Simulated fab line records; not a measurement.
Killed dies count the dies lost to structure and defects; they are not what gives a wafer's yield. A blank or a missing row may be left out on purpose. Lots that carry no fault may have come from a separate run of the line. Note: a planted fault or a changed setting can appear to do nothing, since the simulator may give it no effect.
A lot that was struck, set against a sound lot -- flow rit_cmos -- 16 out of 202 route steps
Sound: wafers L392.1, L392.2, L392.4. The struck wafers were L402.1, L402.2, L402.6. The cause is named last.
Each step with rows lists, per side, the tool, then ch with its chambers, then its first start. Under that, the readings that differ: sound wafers -- struck wafers -- difference of the means -- sigmas: that difference in standard deviations of wafers without a fault.
alike: readings with means less than 2 such deviations apart, plus words and numbers identical on both sides. not compared: withheld readings, readings lacking a value on some wafer, bounds such as >300 that could conceal the same value, and numbers that have no deviation in the record and whose values overlap.
A row with sigmas, a row that says differs or no value, or rows on one side alone: a step with any of these is where the two part. Non-overlapping numbers with no deviation appear without sigmas and do not part them. A reading missing from all wafers of one side parts the sides only when that side holds two or more wafers.

RIT_CONTACT_STRIP_12: strips in O2, time 180 s.
  sound on plasma_asher-04 ch 0,1, day 5 00:16; struck on plasma_asher-03 ch 0,1, day 7 03:48
  alike: drypump_motor_current_A
  not compared: rf_hours_counter_h
RIT_CONTACT_CD_MEAS_90: target cd 1000 nm.
  sound on cd_sem-02 at day 5 00:26; struck on cd_sem-01 at day 7 03:58
  alike: cd_nm
then, 2 steps without rows for these wafers: RIT_CONTACT_CLEAN_13 (cleans in SC1, time 600 s); RIT_CONTACT_CLEAN_14 (cleans in SC2, time 600 s).
RIT_M1_SPUTTER_00: material Al, target thk 400 nm, time 500 s.
  sound on pvd_sputter-03 at day 5 00:55; struck on pvd_sputter-01 at day 7 04:28
  alike: throttle_valve_pct
RIT_M1_RS_MEAS_01: uses a four-point probe to measure.
  sound on film_metro-04 at day 5 01:12; struck on film_metro-02 at day 7 04:45
  alike: M1_AL_RS
RIT_M1_THK_MEAS_02: measures by xrf.
  sound on film_metro-04 at day 5 01:19; struck on film_metro-02 at day 7 04:52
  alike: M1_AL_THK
then, 5 steps without rows for these wafers: RIT_M1_HMDS_03 (prime time 60 s); RIT_M1_COAT_04 (resist thk 1283 nm); RIT_M1_SOFTBAKE_05 (time 60 s); RIT_M1_EXPOSE_06 (exposes mask M12, target cd 2600 nm); RIT_M1_PEB_07.
RIT_M1_DEVELOP_08: develop time 68 s.
  sound on litho_track-02 ch 0, day 5 02:00; struck on litho_track-02 ch 0, day 7 05:00
  alike: exhaust_pa
RIT_M1_CD_MEAS_09: target cd 2600 nm.
  sound on cd_sem-02 at day 5 02:16; struck on cd_sem-02 at day 7 06:17
reading,sound,struck,difference,sigmas
cd_nm (nm),2600.4 2600.8 2602.5,2611.0 2610.1 2610.6,+9.3,+5
  not compared: hold
RIT_M1_OVL_MEAS_10:
  sound on overlay-02 at day 5 02:23; struck on overlay-02 at day 7 12:34
reading,sound,struck,difference,sigmas
hold,- - -,await_dispo/6.2h/release await_dispo/6.2h/release await_dispo/6.2h/release,no value on the sound wafers,
  alike: M1_OVL
RIT_M1_PROBE_99:
  sound on prober-02 at day 5 07:06; struck on prober-02 at day 7 18:41
  alike: defect_limited_yield, killed_at_M0_to_M3, killed_at_front_end, killed_dies, killed_open, killed_short, sort_bin_3_pad_short, sort_bin_5_function, sort_bin_6_memory, sort_n_pass, sort_yield_pct

== WHERE THEY PART ==
Last at RIT_M1_OVL_MEAS_10 as far as this record goes, first at RIT_M1_CD_MEAS_09. Later steps at which nothing parts them and some readings are alike: RIT_M1_PROBE_99.

WHY: whatever the simulator had introduced
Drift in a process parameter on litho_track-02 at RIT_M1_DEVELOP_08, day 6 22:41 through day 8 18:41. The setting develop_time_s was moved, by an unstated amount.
